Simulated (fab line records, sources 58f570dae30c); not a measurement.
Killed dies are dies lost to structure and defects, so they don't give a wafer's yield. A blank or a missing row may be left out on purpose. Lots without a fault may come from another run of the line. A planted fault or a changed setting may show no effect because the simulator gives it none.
Split-lot experiment | flow berkeley_cmos170 | 5 lots, 23 wafers read, on a route of 331 steps

THE SPLIT
At UCB170_NLDD_EXPOSE_03 (exposes mask NSELECT, target cd 1200 nm), the setting dose_mj was moved away from the recipe's 30 on 9 of the 23 wafers read, by -6.8% to +4.8%. The other wafers ran this setting at the recipe's value.

FROM THE SPLIT TO THE READING: what the file shows between them, 2 steps
- UCB170_NLDD_PEB_04
- UCB170_NLDD_DEVELOP_05: develop time 45 s

THE READING
cd_nm, in nm, at UCB170_NLDD_CD_MEAS_06 (target cd 1200 nm). Fault-free wafers of this fab line usually give 1199.6 nm, standard deviation 1.6 nm.

wafer  | tool, chamber at the split | dose_mj as run | against the recipe | cd_nm, nm | against lot-mates on the recipe
L074.1 | krf_scanner-02, 0          | 30             | recipe             | 1197.3    | -
L074.3 | krf_scanner-02, 0          | 30             | recipe             | 1197.9    | -
L074.4 | krf_scanner-02, 0          | 30             | recipe             | 1196.7    | -
L074.5 | krf_scanner-02, 0          | 30             | recipe             | 1197.4    | -
L074.6 | krf_scanner-02, 0          | 30             | recipe             | 1198.0    | -
L077.1 | krf_scanner-01, 0          | 30             | recipe             | 1200.0    | -
L077.2 | krf_scanner-01, 0          | 30             | recipe             | 1196.5    | -
L077.3 | krf_scanner-01, 0          | 27.95          | -6.8%              | 1185.6    | -12.7
L077.4 | krf_scanner-01, 0          | 27.95          | -6.8%              | 1184.1    | -14.2
L077.6 | krf_scanner-01, 0          | 27.95          | -6.8%              | 1186.3    | -12.0
L080.1 | krf_scanner-01, 0          | 30             | recipe             | 1200.8    | -
L080.3 | krf_scanner-01, 0          | 30             | recipe             | 1199.5    | -
L080.4 | krf_scanner-01, 0          | 31.43          | +4.8%              | 1207.5    | +7.3
L080.5 | krf_scanner-01, 0          | 31.43          | +4.8%              | 1208.0    | +7.8
L080.6 | krf_scanner-01, 0          | 31.43          | +4.8%              | 1208.5    | +8.3
L085.2 | krf_scanner-02, 0          | 30             | recipe             | 1201.3    | -
L085.3 | krf_scanner-02, 0          | 30             | recipe             | 1201.2    | -
L085.5 | krf_scanner-02, 0          | 30             | recipe             | 1199.7    | -
L083.1 | krf_scanner-01, 0          | 30             | recipe             | 1197.5    | -
L083.3 | krf_scanner-01, 0          | 31.33          | +4.4%              | 1205.6    | +7.8
L083.4 | krf_scanner-01, 0          | 30             | recipe             | 1198.2    | -
L083.5 | krf_scanner-01, 0          | 31.33          | +4.4%              | 1207.7    | +9.9
L083.6 | krf_scanner-01, 0          | 31.33          | +4.4%              | 1206.2    | +8.4

THE FIT
A straight line over all 23 wafers: cd_nm changes by +1.91 nm for each +1% of dose_mj; r = +0.98; the points scatter about the line by 1.4 nm.
The same after taking each lot's own level away (the mean of its wafers on the recipe; 23 wafers): +1.84 nm for each +1%; r = +0.99; scatter 0.94 nm.
On that fit, the largest move of dose_mj shifts the reading by 13 nm.
The lots' own levels span 1197.46 to 1200.73 nm, that is 2.0 times the standard deviation above.
So the lot-to-lot level changes the slope little: the two slopes agree.
Check: with one of the wafers moved furthest among these (-6.8%) left out of the fit, the line predicts -12.7 nm for it against its lot-mates. It came out at -12.7 nm against them.

OTHER SPLITS ON THESE WAFERS
These wafers also went through other splits before the reading. Each is held against what the fit with the lots' levels taken away leaves over:
other split on the same wafers       | wafers away from the commonest value | r with cd_nm (lot level and that fit taken away)
UCB170_NWELL_IMPLANT_14 energy_kev   | 5                                    | -0.38
UCB170_ACTIVE_OXIDATION_02 ox_time_s | 18                                   | -0.17
UCB170_PFIELD_IMPLANT_07 dose_cm2    | 10                                   | +0.17
UCB170_PLDD_EXPOSE_03 dose_mj        | 11                                   | +0.19
UCB170_PLDD_DEVELOP_05 dev_temp_c    | 11                                   | -0.11

THE FILE'S OWN FIT
cd_nm changes by +1.84 nm for each +1% of dose_mj, r = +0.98.
